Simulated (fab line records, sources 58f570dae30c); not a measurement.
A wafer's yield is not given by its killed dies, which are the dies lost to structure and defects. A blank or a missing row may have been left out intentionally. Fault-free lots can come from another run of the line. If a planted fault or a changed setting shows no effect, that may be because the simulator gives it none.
fab line records | flow berkeley_cmos170
[record] lots = 5 | wafers = 15 | last_day = 12
route steps=331 shown PFIELD@80 FIELD@89 SACOX@97 SCREENOX@100 NVT@104
lots with no fault: from the same line, run without faults
start_h: hours from the record's opening day to when the first of the lot's shown wafers began | wait_h: hours from the lot's prior step to this one | " identical to the entry in the row above | L1.1+2: one row covering several wafers at once | - no value, or no start was given | * or withheld: withheld | < > ~ a bound
route shown NAME@n: NAME is a module with steps in the file, n the number in the route of the first one | usual: average and standard deviation across the fault-free wafers | same: alike in all rows | chamber/n: place in a boat | sites: readings site by site | _std_site: the values' standard deviation | _edge_site: mean of outer sites minus mean of inner sites | radius_mm: how far each site lies from the wafer's centre | mask NAME#n: copy n | behind: the tool/chamber that last shaped the wafer | hold: cause of the lot's hold/its duration in hours/its outcome | device: which transistor (n, p or np) failed to switch | end of line: tests of these same wafers at the route's end | where a step has no rows: the recipe by itself | killed: dies that structure and defects cost at the first sort, which is not the same as the wafer's yield | map: a wafer's dies, marking killed ones x, the rest . and places with no die _
set.NAME: the setting as run; set.NAME@STEP: as run at that earlier step | model.NAME: the simulator's own value behind a step, which no gauge read
certain route steps with their lots: each step a table, each wafer a row
services: the hour from which a tool's chamber was out of use, counted from the record's first day as start_h (under 0 if before that day), plus the number of hours and why
[[steps]]
[step UCB170_PFIELD_COAT_01]
[recipe] resist = KrF | spin_rpm = 1500 | resist_thk_nm = 900
[usual] spin_speed_rpm = 1500.0/0.97
lot.wafer | tool           | chamber | start_h | wait_h | spin_speed_rpm
L083.1    | litho_track-03 | 0       | 132.70  | 0.1    | 1498.2
L083.2    | "              | 0       | "       | "      | 1501.4
L083.4    | "              | 0       | "       | "      | 1499.6
L085.1    | litho_track-04 | 0       | 140.86  | 0.1    | 1501.0
L085.3    | "              | 0       | "       | "      | 1500.5
L085.6    | "              | 0       | "       | "      | 1498.8
L094.2    | litho_track-03 | 0       | 188.69  | 0.1    | 1500.4
L094.4    | "              | 0       | "       | "      | 1500.0
L094.6    | "              | 0       | "       | "      | 1499.2
L096.1    | litho_track-01 | 0       | 198.00  | 0.1    | 1499.9
L096.2    | "              | 0       | "       | "      | 1500.7
L096.5    | "              | 0       | "       | "      | 1500.9
L097.1    | litho_track-04 | 0       | 199.24  | 0.1    | 1499.3
L097.4    | "              | 0       | "       | "      | 1498.8
L097.6    | "              | 0       | "       | "      | 1499.2
[step UCB170_PFIELD_SOFTBAKE_02]
[recipe] resist = KrF | temp_c = 130 | time_s = 60
lot.wafer  | tool           | chamber | start_h | wait_h
L083.1+2+4 | litho_track-03 | 0       | 132.85  | 0.1
L085.1+3+6 | litho_track-04 | 0       | 141.01  | 0.1
L094.2+4+6 | litho_track-03 | 0       | 188.84  | 0.1
L096.1+2+5 | litho_track-01 | 0       | 198.15  | 0.1
L097.1+4+6 | litho_track-04 | 0       | 199.39  | 0.1
[step UCB170_PFIELD_EXPOSE_03]
[recipe] mask_id = PFIELD | na = 0.5 | sigma_outer = 0.6 | source_shape = conventional | target_cd_nm = 1500 | dose_mj = 30
[usual] reticle_temp_C = 23.02/0.1
lot.wafer | tool           | chamber | start_h | wait_h | mask     | reticle_temp_C
L083.1    | krf_scanner-01 | 0       | 133.00  | 0.1    | PFIELD#0 | 23.01
L083.2    | "              | 0       | "       | "      | PFIELD#0 | 22.80
L083.4    | "              | 0       | "       | "      | PFIELD#0 | 22.96
L085.1    | krf_scanner-01 | 0       | 141.46  | 0.4    | PFIELD#0 | 23.03
L085.3    | "              | 0       | "       | "      | PFIELD#0 | 22.99
L085.6    | "              | 0       | "       | "      | PFIELD#0 | 22.88
L094.2    | krf_scanner-02 | 0       | 189.35  | 0.5    | PFIELD#0 | 23.08
L094.4    | "              | 0       | "       | "      | PFIELD#0 | 23.09
L094.6    | "              | 0       | "       | "      | PFIELD#0 | 23.10
L096.1    | krf_scanner-02 | 0       | 198.30  | 0.1    | PFIELD#0 | 23.03
L096.2    | "              | 0       | "       | "      | PFIELD#0 | 23.16
L096.5    | "              | 0       | "       | "      | PFIELD#0 | 22.93
L097.1    | krf_scanner-01 | 0       | 200.38  | 1.0    | PFIELD#0 | 23.00
L097.4    | "              | 0       | "       | "      | PFIELD#0 | 22.81
L097.6    | "              | 0       | "       | "      | PFIELD#0 | 23.00
[step UCB170_PFIELD_PEB_04]
[recipe] peb_temp_c = 130 | peb_time_s = withheld | resist = KrF
lot.wafer  | tool           | chamber | start_h | wait_h
L083.1+2+4 | litho_track-03 | 0       | 133.73  | 0.7
L085.1+3+6 | litho_track-04 | 0       | 142.16  | 0.7
L094.2+4+6 | litho_track-01 | 0       | 189.50  | 0.1
L096.1+2+5 | litho_track-03 | 0       | 198.64  | 0.3
L097.1+4+6 | litho_track-01 | 0       | 200.49  | 0.1
[step UCB170_PFIELD_DEVELOP_05]
[recipe] developer = TMAH | develop_time_s = 45 | resist = KrF | dev_temp_c = 21
lot.wafer  | tool           | chamber | start_h | wait_h
L083.1+2+4 | litho_track-03 | 0       | -       | -
L085.1+3+6 | litho_track-04 | 0       | -       | -
L094.2+4+6 | litho_track-01 | 0       | -       | -
L096.1+2+5 | litho_track-03 | 0       | -       | -
L097.1+4+6 | litho_track-01 | 0       | -       | -
[step UCB170_PFIELD_OVL_MEAS_06]
[usual] PFIELD_OVL = 2/7.2
lot.wafer | tool       | chamber | start_h | wait_h | PFIELD_OVL[nm]
L083.1    | overlay-01 | -       | 134.00  | -      | 10
L083.2    | "          | -       | "       | "      | 4
L083.4    | "          | -       | "       | "      | 0
L085.1    | overlay-02 | -       | 142.43  | -      | 7
L085.3    | "          | -       | "       | "      | -1
L085.6    | "          | -       | "       | "      | -8
L094.2    | overlay-02 | -       | 189.76  | -      | 4
L094.4    | "          | -       | "       | "      | -1
L094.6    | "          | -       | "       | "      | 7
L096.1    | overlay-02 | -       | 198.91  | -      | -1
L096.2    | "          | -       | "       | "      | 2
L096.5    | "          | -       | "       | "      | -6
L097.1    | overlay-01 | -       | 200.77  | -      | 5
L097.4    | "          | -       | "       | "      | 10
L097.6    | "          | -       | "       | "      | 7
[step UCB170_PFIELD_IMPLANT_07]
[recipe] species = B | dose_cm2 = 2e+13 | energy_kev = 79.3 | tilt_deg = 7
[usual] beam_energy_keV = 79.304/0.025
lot.wafer | tool         | chamber | start_h | wait_h | beam_energy_keV
L083.1    | implanter-03 | 0       | 134.04  | 0.0    | 79.312
L083.2    | "            | 0       | "       | "      | 79.274
L083.4    | "            | 0       | "       | "      | 79.287
L085.1    | implanter-03 | 0       | 142.47  | 0.0    | 79.307
L085.3    | "            | 0       | "       | "      | 79.307
L085.6    | "            | 0       | "       | "      | 79.337
L094.2    | implanter-02 | 0       | 189.81  | 0.0    | 79.267
L094.4    | "            | 0       | "       | "      | 79.290
L094.6    | "            | 0       | "       | "      | 79.308
L096.1    | implanter-03 | 0       | 198.95  | 0.0    | 79.297
L096.2    | "            | 0       | "       | "      | 79.354
L096.5    | "            | 0       | "       | "      | 79.293
L097.1    | implanter-03 | 0       | 200.80  | 0.0    | 79.290
L097.4    | "            | 0       | "       | "      | 79.286
L097.6    | "            | 0       | "       | "      | 79.331
[step UCB170_PFIELD_STRIP_08]
[recipe] chemistry = O2 | power_w = 400 | pressure_mtorr = 3500 | platen_temp_c = withheld | o2_flow_sccm = 400 | overash_fraction = 0.5
[usual] chamber_pressure_mTorr = 3499/5.5 | drypump_motor_current_A = 5.72/0.18 | oes_product_au = 0.735/0.0046 | strip_time_to_endpoint_s = 21.63/0.064
lot.wafer | tool            | chamber | start_h | wait_h | chamber_pressure_mTorr | drypump_motor_current_A | oes_product_au | rf_hours_counter_h | strip_time_to_endpoint_s
L083.1    | plasma_asher-04 | 0       | 134.19  | 0.1    | 3500                   | 5.65                    | 0.725          | 42                 | 21.58
L083.2    | "               | 1       | "       | "      | 3496                   | 5.57                    | 0.741          | 42                 | 21.58
L083.4    | "               | 0       | "       | "      | 3502                   | 5.66                    | 0.745          | -                  | 21.58
L085.1    | plasma_asher-01 | 1       | 142.62  | 0.1    | 3503                   | 5.78                    | 0.733          | 4                  | 21.69
L085.3    | "               | 1       | "       | "      | 3501                   | 5.79                    | 0.727          | -                  | 21.72
L085.6    | "               | 0       | "       | "      | 3497                   | 5.81                    | 0.729          | -                  | 21.72
L094.2    | plasma_asher-01 | 1       | 189.94  | 0.1    | 3496                   | 5.77                    | 0.732          | 8                  | 21.73
L094.4    | "               | 1       | "       | "      | 3494                   | 5.80                    | 0.732          | -                  | 21.67
L094.6    | "               | 1       | "       | "      | 3504                   | 5.77                    | 0.734          | -                  | 21.70
L096.1    | plasma_asher-01 | 0       | 199.10  | 0.1    | 3502                   | 5.79                    | 0.745          | 10                 | 21.58
L096.2    | "               | 1       | "       | "      | 3502                   | 5.77                    | 0.738          | 10                 | 21.58
L096.5    | "               | 1       | "       | "      | 3496                   | 5.76                    | 0.728          | -                  | 21.57
L097.1    | plasma_asher-01 | 0       | 200.95  | 0.1    | 3503                   | 5.77                    | 0.740          | 10                 | 21.55
L097.4    | "               | 1       | "       | "      | 3502                   | 5.79                    | 0.731          | -                  | 21.55
L097.6    | "               | 1       | "       | "      | 3498                   | 5.80                    | 0.737          | -                  | 21.59
[step UCB170_PFIELD_TW_MEAS_09]
[usual] PFIELD_TW = 600/6.7
lot.wafer | tool          | chamber | start_h | wait_h | PFIELD_TW
L083.1    | film_metro-02 | -       | 134.29  | 0.1    | 598
L083.2    | "             | -       | "       | "      | 592
L083.4    | "             | -       | "       | "      | 592
L085.1    | film_metro-01 | -       | 142.72  | 0.1    | 610
L085.3    | "             | -       | "       | "      | 611
L085.6    | "             | -       | "       | "      | 608
L094.2    | film_metro-02 | -       | 190.05  | 0.1    | 594
L094.4    | "             | -       | "       | "      | 597
L094.6    | "             | -       | "       | "      | 593
L096.1    | film_metro-02 | -       | 199.20  | 0.1    | 595
L096.2    | "             | -       | "       | "      | 595
L096.5    | "             | -       | "       | "      | 593
L097.1    | film_metro-04 | -       | 201.05  | 0.1    | 602
L097.4    | "             | -       | "       | "      | 599
L097.6    | "             | -       | "       | "      | 600
[step UCB170_FIELD_CLEAN_00]
[recipe] chemistry = dHF | dilution = 25:1 | time_s = 7.5
lot.wafer  | tool         | chamber | start_h | wait_h
L083.1+2+4 | wet_bench-03 | 0       | 134.35  | 0.1
L085.1+3+6 | wet_bench-03 | 1       | 142.78  | 0.1
L094.2+4+6 | wet_bench-03 | 2       | 190.10  | 0.0
L096.1+2+5 | wet_bench-03 | 2       | 199.26  | 0.1
L097.1+4+6 | wet_bench-03 | 1       | 201.11  | 0.1
[step UCB170_FIELD_OXIDATION_01]
[recipe] temp_c = 1000 | ambient = H2O | p_h2o_torr = 584.62 | target_thk_a = 5583 | ox_time_s = 7200
[usual] spike_tc_load_C = 1026.9/1.3
lot.wafer | tool       | chamber | start_h | wait_h | spike_tc_load_C
L083.1    | furnace-01 | 0       | 137.03  | 2.7    | 1026.5
L083.2    | "          | 0       | "       | "      | 1028.1
L083.4    | "          | 0       | "       | "      | 1027.0
L085.1    | furnace-04 | 0       | 144.40  | 1.6    | 1030.2
L085.3    | "          | 0       | "       | "      | 1026.9
L085.6    | "          | 0       | "       | "      | 1028.5
L094.2    | furnace-02 | 0       | 193.46  | 3.3    | 1027.6
L094.4    | "          | 0       | "       | "      | 1027.3
L094.6    | "          | 0       | "       | "      | 1026.8
L096.1    | furnace-02 | 0       | 204.49  | 5.2    | 1026.8
L096.2    | "          | 0       | "       | "      | 1026.4
L096.5    | "          | 0       | "       | "      | 1025.7
L097.1    | furnace-02 | 0       | 204.49  | 3.4    | 1026.9
L097.4    | "          | 0       | "       | "      | 1025.8
L097.6    | "          | 0       | "       | "      | 1028.4
[step UCB170_FIELD_THK_MEAS_02]
[recipe] reads = SiO2_of_FIELD_OXIDATION_01
[usual] FIELD_OXIDE_THK = 561/9.2
lot.wafer | tool          | chamber | start_h | wait_h | FIELD_OXIDE_THK[nm]
L083.1    | film_metro-01 | -       | 140.03  | 0.0    | 566
L083.2    | "             | -       | "       | "      | 560
L083.4    | "             | -       | "       | "      | 562
L085.1    | film_metro-03 | -       | 147.42  | 0.0    | 550
L085.3    | "             | -       | "       | "      | 552
L085.6    | "             | -       | "       | "      | 554
L094.2    | film_metro-01 | -       | 196.47  | 0.0    | 558
L094.4    | "             | -       | "       | "      | 561
L094.6    | "             | -       | "       | "      | 569
L096.1    | film_metro-01 | -       | 207.53  | 0.0    | 551
L096.2    | "             | -       | "       | "      | 554
L096.5    | "             | -       | "       | "      | 555
L097.1    | film_metro-01 | -       | 207.59  | 0.1    | 565
L097.4    | "             | -       | "       | "      | 573
L097.6    | "             | -       | "       | "      | 573
[step UCB170_FIELD_ANNEAL_03]
[recipe] temp_c = 1000 | time_s = 1200 | ambient = N2
[usual] spike_tc_load_C = 1026.8/1.2
lot.wafer | tool       | chamber | start_h | wait_h | spike_tc_load_C
L083.1    | furnace-02 | 0       | 142.23  | 2.2    | 1025.9
L083.2    | "          | 0       | "       | "      | 1026.2
L083.4    | "          | 0       | "       | "      | 1026.2
L085.1    | furnace-04 | 0       | 151.50  | 4.1    | 1029.7
L085.3    | "          | 0       | "       | "      | 1027.7
L085.6    | "          | 0       | "       | "      | 1027.9
L094.2    | furnace-02 | 0       | 200.56  | 4.1    | 1027.0
L094.4    | "          | 0       | "       | "      | 1026.3
L094.6    | "          | 0       | "       | "      | 1026.7
L096.1    | furnace-04 | 0       | 211.41  | 3.9    | 1028.8
L096.2    | "          | 0       | "       | "      | 1028.1
L096.5    | "          | 0       | "       | "      | 1026.8
L097.1    | furnace-04 | 0       | 211.41  | 3.8    | 1026.0
L097.4    | "          | 0       | "       | "      | 1028.3
L097.6    | "          | 0       | "       | "      | 1029.3
[step UCB170_FIELD_WET_ETCH_04]
[recipe] chemistry = dHF | dilution = 10:1 | target = SiO2 | temp_c = 25 | time_s = 60
lot.wafer  | tool         | chamber | start_h | wait_h
L083.1+2+4 | wet_bench-01 | 1       | 143.56  | 0.0
L085.1+3+6 | wet_bench-02 | 3       | 152.83  | 0.0
L094.2+4+6 | wet_bench-01 | 1       | 201.90  | 0.0
L096.1+2+5 | wet_bench-02 | 2       | 212.74  | 0.0
L097.1+4+6 | wet_bench-02 | 0       | 212.74  | 0.0
[step UCB170_FIELD_WET_ETCH_05]
[recipe] chemistry = H3PO4 | target = Si3N4 | temp_c = 160 | time_s = 12600
[usual] bath_guard_temp_C = 159.9/0.68
lot.wafer | tool         | chamber | start_h | wait_h | bath_guard_temp_C
L083.1    | wet_bench-03 | 3       | 143.59  | 0.0    | 160.1
L083.2    | "            | 3       | "       | "      | 160.3
L083.4    | "            | 3       | "       | "      | 160.1
L085.1    | wet_bench-02 | 1       | 152.88  | 0.0    | 160.5
L085.3    | "            | 1       | "       | "      | 160.3
L085.6    | "            | 1       | "       | "      | 160.7
L094.2    | wet_bench-01 | 2       | 201.92  | 0.0    | 159.5
L094.4    | "            | 2       | "       | "      | 159.3
L094.6    | "            | 2       | "       | "      | 159.4
L096.1    | wet_bench-03 | 3       | 212.77  | 0.0    | 159.9
L096.2    | "            | 3       | "       | "      | 159.8
L096.5    | "            | 3       | "       | "      | 159.8
L097.1    | wet_bench-03 | 1       | 212.77  | 0.0    | 159.4
L097.4    | "            | 1       | "       | "      | 160.1
L097.6    | "            | 1       | "       | "      | 160.0
[step UCB170_FIELD_WET_ETCH_06]
[recipe] chemistry = BOE | dilution = 5:1 | target = SiO2 | temp_c = 25 | time_s = 22
lot.wafer  | tool         | chamber | start_h | wait_h
L083.1+2+4 | wet_bench-02 | 1       | 147.42  | 0.0
L085.1+3+6 | wet_bench-02 | 2       | 160.25  | 0.3
L094.2+4+6 | wet_bench-02 | 0       | 205.43  | 0.0
L096.1+2+5 | wet_bench-02 | 3       | 216.28  | 0.0
L097.1+4+6 | wet_bench-02 | 1       | 216.28  | 0.0
[step UCB170_FIELD_THK_MEAS_90]
[recipe] reads = SiO2_of_FIELD_OXIDATION_01
[usual] FIELD_OXIDE_LEFT_1_THK = 444/9.7
lot.wafer | tool          | chamber | start_h | wait_h | FIELD_OXIDE_LEFT_1_THK[nm]
L083.1    | film_metro-03 | -       | 147.48  | 0.0    | 449
L083.2    | "             | -       | "       | "      | 442
L083.4    | "             | -       | "       | "      | 444
L085.1    | film_metro-01 | -       | 160.28  | 0.0    | 433
L085.3    | "             | -       | "       | "      | 436
L085.6    | "             | -       | "       | "      | 437
L094.2    | film_metro-03 | -       | 205.46  | 0.0    | 442
L094.4    | "             | -       | "       | "      | 445
L094.6    | "             | -       | "       | "      | 453
L096.1    | film_metro-03 | -       | 216.29  | 0.0    | 433
L096.2    | "             | -       | "       | "      | 436
L096.5    | "             | -       | "       | "      | 438
L097.1    | film_metro-01 | -       | 216.29  | 0.0    | 447
L097.4    | "             | -       | "       | "      | 456
L097.6    | "             | -       | "       | "      | 457
[step UCB170_SACOX_CLEAN_00]
[recipe] chemistry = dHF | dilution = 25:1 | time_s = 7.5
lot.wafer  | tool         | chamber | start_h | wait_h
L083.1+2+4 | wet_bench-02 | 0       | 147.54  | 0.1
L085.1+3+6 | wet_bench-04 | 2       | 160.34  | 0.1
L094.2+4+6 | wet_bench-02 | 1       | 205.51  | 0.0
L096.1+2+5 | wet_bench-03 | 0       | 216.35  | 0.1
L097.1+4+6 | wet_bench-03 | 3       | 216.35  | 0.1
[step UCB170_SACOX_OXIDATION_01]
[recipe] temp_c = 900 | ambient = O2 | target_thk_a = 144 | ox_time_s = 2400
[usual] spike_tc_load_C = 925.8/1.1
lot.wafer | tool       | chamber | start_h | wait_h | spike_tc_load_C
L083.1    | furnace-02 | 0       | 151.76  | 4.2    | 925.8
L083.2    | "          | 0       | "       | "      | 926.6
L083.4    | "          | 0       | "       | "      | 925.5
L085.1    | furnace-04 | 0       | 166.26  | 5.9    | 928.7
L085.3    | "          | 0       | "       | "      | 925.4
L085.6    | "          | 0       | "       | "      | 926.5
L094.2    | furnace-02 | 0       | 208.99  | 3.5    | 925.3
L094.4    | "          | 0       | "       | "      | 926.0
L094.6    | "          | 0       | "       | "      | 924.6
L096.1    | furnace-01 | 0       | 219.91  | 3.6    | 925.0
L096.2    | "          | 0       | "       | "      | 925.9
L096.5    | "          | 0       | "       | "      | 925.6
L097.1    | furnace-01 | 0       | 219.91  | 3.6    | 926.7
L097.4    | "          | 0       | "       | "      | 925.8
L097.6    | "          | 0       | "       | "      | 923.0
[step UCB170_SACOX_THK_MEAS_02]
[recipe] reads = SiO2_of_SACOX_OXIDATION_01
[usual] SACOX_OXIDE_THK = 14.41/0.24
lot.wafer | tool          | chamber | start_h | wait_h | SACOX_OXIDE_THK[nm]
L083.1    | film_metro-03 | -       | 153.43  | 0.0    | 14.62
L083.2    | "             | -       | "       | "      | 14.67
L083.4    | "             | -       | "       | "      | 14.27
L085.1    | film_metro-03 | -       | 167.95  | 0.0    | 14.78
L085.3    | "             | -       | "       | "      | 14.70
L085.6    | "             | -       | "       | "      | 14.50
L094.2    | film_metro-04 | -       | 210.67  | 0.0    | 14.48
L094.4    | "             | -       | "       | "      | 14.42
L094.6    | "             | -       | "       | "      | 14.51
L096.1    | film_metro-04 | -       | 221.58  | 0.0    | 14.68
L096.2    | "             | -       | "       | "      | 14.55
L096.5    | "             | -       | "       | "      | 14.37
L097.1    | film_metro-03 | -       | 221.58  | 0.0    | 14.49
L097.4    | "             | -       | "       | "      | 14.41
L097.6    | "             | -       | "       | "      | 14.37
[step UCB170_SCREENOX_WET_ETCH_00]
[recipe] chemistry = dHF | dilution = 25:1 | target = SiO2 | temp_c = 25 | time_s = 200
lot.wafer  | tool         | chamber | start_h | wait_h
L083.1+2+4 | wet_bench-04 | 2       | 153.64  | 0.2
L085.1+3+6 | wet_bench-04 | 3       | 168.01  | 0.1
L094.2+4+6 | wet_bench-01 | 2       | 210.72  | 0.0
L096.1+2+5 | wet_bench-04 | 1       | 221.64  | 0.1
L097.1+4+6 | wet_bench-04 | 1       | 221.64  | 0.1
[step UCB170_SCREENOX_OXIDATION_01]
[recipe] temp_c = 900 | ambient = O2 | target_thk_a = 144 | ox_time_s = 2400
[usual] spike_tc_load_C = 925.5/1.3
lot.wafer | tool       | chamber | start_h | wait_h | spike_tc_load_C
L083.1    | furnace-01 | 0       | 157.23  | 3.5    | 925.7
L083.2    | "          | 0       | "       | "      | 924.3
L083.4    | "          | 0       | "       | "      | 925.3
L085.1    | furnace-01 | 0       | 169.41  | 1.3    | 925.5
L085.3    | "          | 0       | "       | "      | 924.9
L085.6    | "          | 0       | "       | "      | 924.6
L094.2    | furnace-02 | 0       | 214.91  | 4.1    | 927.3
L094.4    | "          | 0       | "       | "      | 926.7
L094.6    | "          | 0       | "       | "      | 925.6
L096.1    | furnace-04 | 0       | 226.19  | 4.5    | 927.2
L096.2    | "          | 0       | "       | "      | 925.4
L096.5    | "          | 0       | "       | "      | 927.2
L097.1    | furnace-04 | 0       | 226.19  | 4.5    | 925.4
L097.4    | "          | 0       | "       | "      | 926.8
L097.6    | "          | 0       | "       | "      | 927.3
[step UCB170_SCREENOX_THK_MEAS_02]
[recipe] reads = SiO2_of_SCREENOX_OXIDATION_01
[usual] SCREENOX_OXIDE_THK = 14.32/0.3
lot.wafer | tool          | chamber | start_h | wait_h | SCREENOX_OXIDE_THK[nm]
L083.1    | film_metro-04 | -       | 158.90  | 0.0    | 14.30
L083.2    | "             | -       | "       | "      | 14.14
L083.4    | "             | -       | "       | "      | 13.97
L085.1    | film_metro-04 | -       | 171.08  | 0.0    | 14.18
L085.3    | "             | -       | "       | "      | 13.81
L085.6    | "             | -       | "       | "      | 13.78
L094.2    | film_metro-03 | -       | 216.58  | 0.0    | 14.79
L094.4    | "             | -       | "       | "      | 14.71
L094.6    | "             | -       | "       | "      | 14.76
L096.1    | film_metro-03 | -       | 227.86  | 0.0    | 13.89
L096.2    | "             | -       | "       | "      | 14.11
L096.5    | "             | -       | "       | "      | 14.23
L097.1    | film_metro-01 | -       | 227.86  | 0.0    | 13.86
L097.4    | "             | -       | "       | "      | 14.06
L097.6    | "             | -       | "       | "      | 14.01
[step UCB170_SCREENOX_ANNEAL_03]
[recipe] temp_c = 900 | time_s = 900 | ambient = N2
[usual] spike_tc_load_C = 926.0/1.2
lot.wafer | tool       | chamber | start_h | wait_h | spike_tc_load_C
L083.1    | furnace-04 | 0       | 165.01  | 6.1    | 927.0
L083.2    | "          | 0       | "       | "      | 926.8
L083.4    | "          | 0       | "       | "      | 926.7
L085.1    | furnace-04 | 0       | 171.86  | 0.8    | 927.8
L085.3    | "          | 0       | "       | "      | 924.2
L085.6    | "          | 0       | "       | "      | 927.0
L094.2    | furnace-04 | 0       | 220.94  | 4.4    | 925.5
L094.4    | "          | 0       | "       | "      | 925.9
L094.6    | "          | 0       | "       | "      | 926.5
L096.1    | furnace-01 | 0       | 234.88  | 7.0    | 924.7
L096.2    | "          | 0       | "       | "      | 925.2
L096.5    | "          | 0       | "       | "      | 926.6
L097.1    | furnace-01 | 0       | 234.88  | 7.0    | 925.1
L097.4    | "          | 0       | "       | "      | 925.6
L097.6    | "          | 0       | "       | "      | 925.8
[step UCB170_NVT_HMDS_00]
[recipe] prime_time_s = 60 | prime_temp_c = 100
[usual] prime_temp_c = 100.03/0.13
lot.wafer | tool           | chamber | start_h | wait_h | prime_temp_c
L083.1    | litho_track-02 | 0       | 166.96  | 0.7    | 100.06
L083.2    | "              | 0       | "       | "      | 100.22
L083.4    | "              | 0       | "       | "      | 99.90
L085.1    | litho_track-04 | 0       | 173.72  | 0.6    | 99.91
L085.3    | "              | 0       | "       | "      | 100.08
L085.6    | "              | 0       | "       | "      | 100.12
L094.2    | litho_track-04 | 0       | 222.74  | 0.5    | 100.01
L094.4    | "              | 0       | "       | "      | 100.07
L094.6    | "              | 0       | "       | "      | 100.04
L096.1    | litho_track-01 | 0       | 236.13  | 0.0    | 100.00
L096.2    | "              | 0       | "       | "      | 99.94
L096.5    | "              | 0       | "       | "      | 99.74
L097.1    | litho_track-02 | 0       | 236.13  | 0.0    | 99.93
L097.4    | "              | 0       | "       | "      | 100.15
L097.6    | "              | 0       | "       | "      | 100.10
[step UCB170_NVT_COAT_01]
[recipe] resist = KrF | spin_rpm = 1500 | resist_thk_nm = 900
[usual] spin_speed_rpm = 1499.9/0.96
lot.wafer | tool           | chamber | start_h | wait_h | spin_speed_rpm
L083.1    | litho_track-02 | 0       | 167.11  | 0.1    | 1500.4
L083.2    | "              | 0       | "       | "      | 1500.4
L083.4    | "              | 0       | "       | "      | 1499.0
L085.1    | litho_track-04 | 0       | 173.87  | 0.1    | 1500.8
L085.3    | "              | 0       | "       | "      | 1501.0
L085.6    | "              | 0       | "       | "      | 1500.6
L094.2    | litho_track-04 | 0       | 222.89  | 0.1    | 1500.2
L094.4    | "              | 0       | "       | "      | 1500.9
L094.6    | "              | 0       | "       | "      | 1499.5
L096.1    | litho_track-01 | 0       | 236.28  | 0.1    | 1499.4
L096.2    | "              | 0       | "       | "      | 1499.4
L096.5    | "              | 0       | "       | "      | 1500.8
L097.1    | litho_track-02 | 0       | 236.28  | 0.1    | 1498.4
L097.4    | "              | 0       | "       | "      | 1499.6
L097.6    | "              | 0       | "       | "      | 1501.1
[step UCB170_NVT_SOFTBAKE_02]
[recipe] resist = KrF | temp_c = 130 | time_s = 60
lot.wafer  | tool           | chamber | start_h | wait_h
L083.1+2+4 | litho_track-02 | 0       | 167.26  | 0.1
L085.1+3+6 | litho_track-04 | 0       | 174.02  | 0.1
L094.2+4+6 | litho_track-04 | 0       | 223.04  | 0.1
L096.1+2+5 | litho_track-01 | 0       | 236.43  | 0.1
L097.1+4+6 | litho_track-02 | 0       | 236.43  | 0.1
[step UCB170_NVT_EXPOSE_03]
[recipe] mask_id = PWELL | target_cd_nm = 3000 | na = 0.5 | sigma_outer = 0.6 | source_shape = conventional | dose_mj = 30
[usual] reticle_temp_C = 23.02/0.097
lot.wafer | tool           | chamber | start_h | wait_h | mask    | reticle_temp_C
L083.1    | krf_scanner-02 | 0       | 167.95  | 0.7    | PWELL#0 | 23.07
L083.2    | "              | 0       | "       | "      | PWELL#0 | 23.00
L083.4    | "              | 0       | "       | "      | PWELL#0 | 22.86
L085.1    | krf_scanner-02 | 0       | 174.18  | 0.1    | PWELL#0 | 23.08
L085.3    | "              | 0       | "       | "      | PWELL#0 | 23.08
L085.6    | "              | 0       | "       | "      | PWELL#0 | 23.14
L094.2    | krf_scanner-01 | 0       | 223.59  | 0.5    | PWELL#0 | 22.94
L094.4    | "              | 0       | "       | "      | PWELL#0 | 22.99
L094.6    | "              | 0       | "       | "      | PWELL#0 | 22.93
L096.1    | krf_scanner-01 | 0       | 236.71  | 0.2    | PWELL#0 | 23.06
L096.2    | "              | 0       | "       | "      | PWELL#0 | 23.01
L096.5    | "              | 0       | "       | "      | PWELL#0 | 23.03
L097.1    | krf_scanner-02 | 0       | 236.95  | 0.5    | PWELL#0 | 22.76
L097.4    | "              | 0       | "       | "      | PWELL#0 | 22.86
L097.6    | "              | 0       | "       | "      | PWELL#0 | 23.06
[step UCB170_NVT_PEB_04]
[recipe] peb_temp_c = 130 | peb_time_s = withheld | resist = KrF
lot.wafer  | tool           | chamber | start_h | wait_h
L083.1+2+4 | litho_track-04 | 0       | 168.44  | 0.5
L085.1+3+6 | litho_track-01 | 0       | 175.06  | 0.9
L094.2+4+6 | litho_track-02 | 0       | 223.97  | 0.4
L096.1+2+5 | litho_track-04 | 0       | 236.82  | 0.1
L097.1+4+6 | litho_track-02 | 0       | 237.06  | 0.1
[step UCB170_NVT_DEVELOP_05]
[recipe] developer = TMAH | develop_time_s = 45 | resist = KrF | dev_temp_c = 21
lot.wafer  | tool           | chamber | start_h | wait_h
L083.1+2+4 | litho_track-04 | 0       | -       | -
L085.1+3+6 | litho_track-01 | 0       | -       | -
L094.2+4+6 | litho_track-02 | 0       | -       | -
L096.1+2+5 | litho_track-04 | 0       | -       | -
L097.1+4+6 | litho_track-02 | 0       | -       | -
[step UCB170_NVT_OVL_MEAS_06]
[usual] NVT_OVL = 3/5.6
lot.wafer | tool       | chamber | start_h | wait_h | NVT_OVL[nm]
L083.1    | overlay-01 | -       | 168.71  | -      | -5
L083.2    | "          | -       | "       | "      | -4
L083.4    | "          | -       | "       | "      | 2
L085.1    | overlay-01 | -       | 175.33  | -      | 8
L085.3    | "          | -       | "       | "      | 7
L085.6    | "          | -       | "       | "      | 10
L094.2    | overlay-02 | -       | 224.23  | -      | 7
L094.4    | "          | -       | "       | "      | 9
L094.6    | "          | -       | "       | "      | 4
L096.1    | overlay-02 | -       | 237.10  | -      | 8
L096.2    | "          | -       | "       | "      | 13
L096.5    | "          | -       | "       | "      | 7
L097.1    | overlay-01 | -       | 237.34  | -      | -6
L097.4    | "          | -       | "       | "      | -4
L097.6    | "          | -       | "       | "      | -1
[[services]]
tool            | chamber | start_h | hours | kind
plasma_asher-01 | -       | 108.75  | 9.0   | pm
plasma_asher-01 | 0       | 108.75  | 9.0   | vent_cycle
plasma_asher-01 | 1       | 108.75  | 9.0   | vent_cycle
krf_scanner-02  | -       | 113.16  | 0.8   | pm
plasma_asher-01 | 0       | 117.75  | -     | clean
plasma_asher-01 | 1       | 117.75  | -     | clean
krf_scanner-02  | -       | 124.20  | 1.0   | pm
furnace-01      | -       | 127.35  | 4.1   | pm
implanter-03    | -       | 130.31  | 2.4   | repair
implanter-03    | -       | 139.18  | 1.8   | repair
krf_scanner-01  | -       | 148.65  | 1.3   | pm
wet_bench-04    | -       | 151.70  | 1.9   | pm
furnace-02      | -       | 159.68  | 4.2   | pm
implanter-03    | -       | 180.03  | 6.5   | repair
krf_scanner-01  | -       | 199.38  | 1.0   | pm
furnace-04      | -       | 199.66  | 3.0   | pm
implanter-02    | -       | 200.52  | 0.6   | repair
krf_scanner-01  | -       | 203.53  | 0.8   | pm
[[key]]
fault none
